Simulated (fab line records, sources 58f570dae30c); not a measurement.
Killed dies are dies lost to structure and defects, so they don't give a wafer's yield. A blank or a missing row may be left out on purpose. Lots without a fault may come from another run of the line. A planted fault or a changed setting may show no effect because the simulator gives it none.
Chamber matching | flow berkeley_cmos170 | UCB170_ZERO_ETCH_06 on rie_diel-03: 4 sister chambers
The step etches SiO2 in CHF3/CF4/Ar, time 12 s. 8 wafers are shown with their chamber, then 7 later ones without.

WAFERS WITH THEIR CHAMBER
wafer  | chamber | throttle_valve_pct (%) | oes_product_au (a.u.)
L868.6 | 0       | 9.23                   | 0.616
L871.3 | 0       | 9.23                   | 0.615
L871.5 | 3       | 9.10                   | 0.619
L872.4 | 3       | 9.10                   | 0.606
L882.2 | 1       | 9.37                   | 0.619
L882.6 | 2       | 9.24                   | 0.613
L883.2 | 2       | 9.22                   | 0.616
L883.3 | 1       | 9.37                   | 0.618

WAFERS WITHOUT THEIR CHAMBER
wafer  | throttle_valve_pct (%) | oes_product_au (a.u.)
L883.5 | 9.23                   | 0.618
L884.1 | 9.23                   | 0.620
L884.5 | 9.11                   | 0.612
L884.6 | 9.39                   | 0.619
L886.3 | 9.12                   | 0.618
L886.4 | 9.23                   | 0.613
L886.5 | 9.24                   | 0.610

WHICH CHAMBER EACH WENT THROUGH
wafer  | from the rows above     | in truth
L883.5 | can't be placed: 0 or 2 | 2
L884.1 | can't be placed: 0 or 2 | 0
L884.5 | 3                       | 3
L884.6 | 1                       | 1
L886.3 | 3                       | 3
L886.4 | can't be placed: 2 or 0 | 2
L886.5 | can't be placed: 2 or 0 | 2
Placed correctly: 3 of 7. Can't be placed from these rows: 4 (the true chamber is among the candidates in 4). Placed wrongly: 0.
How it was worked out, from the rows above alone: a wafer's distance from a chamber is the root of the sum, over the readings, of the square of ((its reading less the chamber's mean) divided by the reading's scatter). The wafer belongs to the nearest chamber; if the next one is less than 2 further off, it can't be placed. A chamber's mean is the mean of its shown wafers. The scatter: the root of (the sum of the squares of (reading less its chamber's mean) over the shown wafers, divided by (wafers less chambers)).
